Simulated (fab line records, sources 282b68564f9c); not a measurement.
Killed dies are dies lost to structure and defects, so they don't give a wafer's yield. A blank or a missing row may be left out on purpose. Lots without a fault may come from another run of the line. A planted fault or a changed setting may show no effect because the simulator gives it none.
Which tool did it? | flow rit_cmos | 15 lots, 45 wafers sampled, at 3 steps of a route of 202

WHAT THE GAUGES READ, wafer by wafer
RIT_GATE_THK_MEAS_07.
lot  | measured    | on            | GATE_OXIDE_THK (nm)
L481 | day 2 11:55 | film_metro-01 | 3.00 2.89 2.92
L482 | day 2 19:13 | film_metro-01 | 3.00 2.99 2.95
L484 | day 3 02:59 | film_metro-02 | 2.96 2.99 2.98
L485 | day 3 07:28 | film_metro-01 | 2.91 3.02 2.96
L486 | day 3 15:53 | film_metro-01 | 2.91 2.99 2.96
L487 | day 3 17:54 | film_metro-01 | 3.06 3.00 3.04
L488 | day 4 05:20 | film_metro-02 | 2.98 2.99 2.98
L489 | day 4 09:52 | film_metro-01 | 2.94 2.85 3.00
L492 | day 5 05:05 | film_metro-02 | 2.94 2.94 2.96
L494 | day 6 02:24 | film_metro-02 | 3.08 3.06 3.03
L498 | day 6 08:31 | film_metro-01 | 3.07 3.07 3.00
L501 | day 7 03:04 | film_metro-02 | 2.96 2.97 2.99
L502 | day 7 03:04 | film_metro-03 | 3.07 3.03 3.11
L500 | day 7 03:09 | film_metro-02 | 2.89 2.89 2.92
L503 | day 7 09:41 | film_metro-01 | 3.03 2.98 3.00

RIT_SPACER_THK_MEAS_04.
lot  | measured    | on            | SPACER_NITRIDE_THK (nm)
L481 | day 3 00:17 | film_metro-02 | 250.6 249.3 248.0
L482 | day 3 07:25 | film_metro-02 | 251.4 250.9 249.5
L484 | day 3 15:50 | film_metro-02 | 254.2 254.6 257.1
L485 | day 3 20:17 | film_metro-03 | 252.5 249.2 251.2
L486 | day 4 03:26 | film_metro-04 | 251.8 253.0 253.8
L487 | day 4 07:10 | film_metro-02 | 247.7 249.0 247.9
L488 | day 4 17:44 | film_metro-04 | 251.9 251.4 250.1
L489 | day 5 01:53 | film_metro-04 | 502.2 499.5 497.5 502.2 499.2 497.6
L492 | day 5 21:23 | film_metro-02 | 502.5 501.4 504.1 501.8 501.3 503.9
L494 | day 6 14:22 | film_metro-03 | 248.5 246.5 247.8
L498 | day 7 01:03 | film_metro-02 | 507.5 509.6 509.2 507.3 509.9 509.5
L501 | day 7 16:28 | film_metro-04 | 248.2 249.2 247.5
L502 | day 7 18:05 | film_metro-04 | 246.3 247.9 245.4
L500 | day 7 16:11 | film_metro-03 | 246.4 248.9 248.1
L503 | day 8 00:26 | film_metro-03 | 250.7 252.5 251.2

WHICH TOOL RAN EACH LOT (tool, then ch and the chambers of the sampled wafers, then the start)
lot  | RIT_SPACER_CVD_03
L481 | lpcvd-01 ch 1, day 2 22:22
L482 | lpcvd-01 ch 1, day 3 05:30
L484 | lpcvd-01 ch 1, day 3 13:54
L485 | lpcvd-01 ch 1, day 3 18:22
L486 | lpcvd-01 ch 1, day 4 01:30
L487 | lpcvd-01 ch 1, day 4 05:14
L488 | lpcvd-01 ch 0, day 4 15:49
L489 | lpcvd-02 ch 0, day 4 21:53 and lpcvd-01 ch 0, day 4 23:58
L492 | lpcvd-01 ch 1, day 5 17:23
L494 | lpcvd-01 ch 0, day 6 12:25
L498 | lpcvd-02 ch 1, day 6 21:03
L501 | lpcvd-02 ch 1, day 7 14:32
L502 | lpcvd-01 ch 0, day 7 16:10
L500 | lpcvd-01 ch 1, day 7 14:14
L503 | lpcvd-02 ch 0, day 7 22:29
- RIT_SPACER_CVD_03: deposits Si3N4 from SiH2Cl2/NH3, target thk 250 nm, time 3300 s.

WHAT THE TOOLS THEMSELVES READ (means of the sampled wafers that have a number; where no wafer has one, the mark that the record gives instead)
RIT_SPACER_CVD_03.
lot  | tool              | nh3_flow_sccm (sccm)
L481 | lpcvd-01          | 149.7
L482 | lpcvd-01          | 149.9
L484 | lpcvd-01          | 149.8
L485 | lpcvd-01          | 149.1
L486 | lpcvd-01          | 149.8
L487 | lpcvd-01          | 149.5
L488 | lpcvd-01          | 150.1
L489 | lpcvd-02/lpcvd-01 | 150.6
L492 | lpcvd-01          | 149.7
L494 | lpcvd-01          | 149.3
L498 | lpcvd-02          | 150.2
L501 | lpcvd-02          | 150.4
L502 | lpcvd-01          | 150.3
L500 | lpcvd-01          | 150.1
L503 | lpcvd-02          | 150.1

THE ANSWER, worked out from the rows above alone
Rule: what is usual is taken from the lots themselves. Put in order of their means at a reading, lots are off if they are a third of the lots or fewer, leave a main group of 4 or more, and stand apart from it by a gap of 3 or more times the standard deviation of the main group's means; of several such gaps the widest counts. A main group whose means are all the same, to the digits that the tables above print for the reading, isn't used. A lot without any number at a reading at which 4 lots or more have one is off too. The other lots that the step has rows for count as sound. The gauges are gone through in route order, then the tools' own readings, and for those a lot's mean is taken as printed above. The first step at which some lot is off is used, and at that step the reading that is off furthest; a lot without a number counts as furthest.
Off: L489, L492, L498, at RIT_SPACER_THK_MEAS_04 (SPACER_NITRIDE_THK). The main group: mean 250.0 nm, standard deviation 2.4.
A tool fits if, at a process step before that reading, it ran every lot that is off, and no sound lot after the first of them. The gauges at RIT_SPACER_THK_MEAS_04 are tried like those tools. None of those tried fits.

WHAT THE SIMULATOR HAD PUT IN
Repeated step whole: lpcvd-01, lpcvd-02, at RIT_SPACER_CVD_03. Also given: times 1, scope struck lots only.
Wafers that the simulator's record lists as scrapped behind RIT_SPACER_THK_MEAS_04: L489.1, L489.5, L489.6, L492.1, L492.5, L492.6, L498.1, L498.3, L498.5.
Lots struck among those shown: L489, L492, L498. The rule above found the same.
